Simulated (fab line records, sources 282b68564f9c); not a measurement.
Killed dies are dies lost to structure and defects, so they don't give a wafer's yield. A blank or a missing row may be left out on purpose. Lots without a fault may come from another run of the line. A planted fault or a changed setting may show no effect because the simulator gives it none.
Problem report in the 8D (eight disciplines) form, filled by code | flow rit_cmos | the parts of the form that need people (team, actions taken, sign-off) are left out

1. THE PROBLEM
killed_at_front_end at RIT_M1_PROBE_99 reads a mean of 45 on 3 wafers of 1 lot; wafers without a fault read 7 with a standard deviation of 3.2. That is +12 standard deviations from the usual mean.
First seen on wafer L381.1, day 7 16:52, on prober-02. The record holds 15 wafers of 5 lots with a number at this step. Rule for "out", or "out of limits": more than 4 standard deviations from the usual mean. The other wafers with a number count as sound.

2. WHAT IT IS AND WHAT IT IS NOT
question                    | is                               | is not
which readings at this step | killed_at_front_end, killed_dies | killed_at_M0_to_M3, killed_at_contacts, killed_open, killed_short
which lots                  | L381                             | L369, L370, L372, L378
which wafers of those lots  | all that have a number           | -
read on which tools         | prober-02                        | prober-01
when                        | from day 7 16:52                 | up to then (12 sound wafers)

3. SUSPECTS, AND WHAT RULES EACH OUT
Counting: a tool at a process step up to the reading stays a suspect if it ran every lot that is out and no sound lot after the first of them.
- wet_bench-01 at RIT_REOX_CLEAN_02 (cleans in SC2, time 600 s): kept. It ran the lot that is out, L381 (day 6 20:20), and no sound lot after that; its last sound lot up to then is L372 (day 4 22:39).
- prober-02 at RIT_M1_PROBE_99: kept. It ran the lot that is out, L381 (day 7 16:52), and no sound lot after that; its last sound lot up to then is L372 (day 5 17:41). Its own readings are out on those wafers: killed_at_front_end, killed_dies.
Left after counting: wet_bench-01 at RIT_REOX_CLEAN_02, prober-02 at RIT_M1_PROBE_99.

4. THE CAUSE (what the simulator had put in)
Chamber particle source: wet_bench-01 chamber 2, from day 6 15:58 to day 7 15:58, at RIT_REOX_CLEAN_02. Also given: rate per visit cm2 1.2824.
Counting left 2 suspects, and this tool is among them.

5. THE CHAIN OF EFFECTS, in route order
Each row: a reading whose mean over the struck wafers that have a number lies more than 3 standard deviations from the usual. Only readings for which the record gives a usual standard deviation are gone through. hours: the time from each lot's start at the first step in this table that gives one to its start at this step, as a median over the lots. sigmas: the change in usual standard deviations.
hours | step            | reading             | usual | on struck wafers | change | sigmas
0     | RIT_M1_PROBE_99 | killed_at_front_end | 7     | 45               | +38    | +12
0     | RIT_M1_PROBE_99 | killed_dies         | 7     | 45               | +38    | +12
The process steps in it:
- RIT_M1_PROBE_99

6. WHAT WOULD HAVE CAUGHT IT SOONER
In this record the first reading out of limits was taken at day 7 16:52, 25 hours after the fault began at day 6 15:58.
All the lots that are out (1) had begun RIT_REOX_CLEAN_02 on wet_bench-01 by day 7 16:52. A hold on the tool at that time would have spared none of them.
